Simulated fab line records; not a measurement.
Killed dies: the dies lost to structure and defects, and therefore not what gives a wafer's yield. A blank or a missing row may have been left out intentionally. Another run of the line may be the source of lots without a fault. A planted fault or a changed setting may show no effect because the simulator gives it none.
Struck lot and sound lot, side by side / flow berkeley_cmos170 / 14 out of 331 route steps
Sound: wafers L725.2, L725.3, L725.6. Wafers struck: L718.2, L718.4, L718.6. The cause is named last.
Each step with rows lists, per side, the tool, then ch with its chambers, then its first start. Under that, the readings that differ: sound wafers / struck wafers / difference of the means / sigmas: that difference in standard deviations of wafers without a fault.
alike: words and numbers the same on both sides, and readings whose means are apart by under 2 such deviations; not compared: readings that were withheld, readings missing a value for some wafer, numbers with overlapping values and no deviation given by the record, and bounds like >300 which may hide the same value.
The two part at a step that has a row with sigmas, a row that says differs or no value, or rows on one side only. When numbers do not overlap yet have no deviation, they are printed without sigmas and do not part them. A reading missing from all wafers of one side parts the sides only when that side holds two or more wafers.

first, 1 step without rows for these wafers: UCB170_M1_ANNEAL_14 (time 1200 s).
UCB170_V1_CVD_00: deposits SiO2 from TEOS/O2, target thk 2000 nm, time 250 s.
  sound on pecvd-04 ch 0,1,2, day 12 23:26; struck on pecvd-04 ch 0,1, day 11 08:31
  alike: heater_power_w
UCB170_V1_THK_MEAS_01:
  sound on film_metro-04, day 12 23:36; struck on film_metro-04, day 11 08:46
  alike: V1_TEOS_THK
UCB170_V1_CMP_02: polishes SiO2.
  sound on cmp-01 ch 0,2,3, day 12 23:57; struck on cmp-01 ch 0,1, day 11 08:52
  alike: motor_current_A, platen_rpm, retaining_ring_pressure_frac
UCB170_V1_BOW_MEAS_03:
  sound on film_metro-03, day 13 00:16; struck on film_metro-02, day 11 09:08
  alike: V1_BOW
UCB170_V1_THK_MEAS_04:
  sound on film_metro-03, day 13 00:23; struck on film_metro-02, day 11 09:14
  alike: V1_POLISHED_THK
then, 6 steps without rows for these wafers: UCB170_V1_CLEAN_05 (cleans in DIW); UCB170_V1_HMDS_06 (prime time 60 s); UCB170_V1_COAT_07 (resist thk 900 nm); UCB170_V1_SOFTBAKE_08 (time 60 s); UCB170_V1_EXPOSE_09 (exposes mask VIA1, target cd 700 nm); UCB170_V1_PEB_10.
UCB170_V1_DEVELOP_11: develop time 45 s.
  struck on litho_track-04, day 11 10:00; sound on litho_track-01 ch 0, day 13 01:00
  no value came back on the struck wafers for chill_plate_temp_C (C), develop_time_s (s), exhaust_pa (Pa); on the sound wafers chill_plate_temp_C (C) reads 23.05 22.94 22.95
reading=model.KrF_of_V1_COAT_07.thk_nm (nm); sound=884.2 884.1 884; struck=899.5 898.8 897.3; difference=+14.4; sigmas=
UCB170_V1_CD_MEAS_12: the cd target is 700 nm.
  sound on cd_sem-02, day 13 01:48; struck on cd_sem-02, day 11 10:34
reading=cd_nm (nm); sound=701.0 700.6 699.1; struck=- - -; difference=no value on the struck wafers; sigmas=

WHERE THEY PART
Earliest at UCB170_V1_DEVELOP_11; latest, in this record, at UCB170_V1_CD_MEAS_12.

WHY: the cause the simulator had injected
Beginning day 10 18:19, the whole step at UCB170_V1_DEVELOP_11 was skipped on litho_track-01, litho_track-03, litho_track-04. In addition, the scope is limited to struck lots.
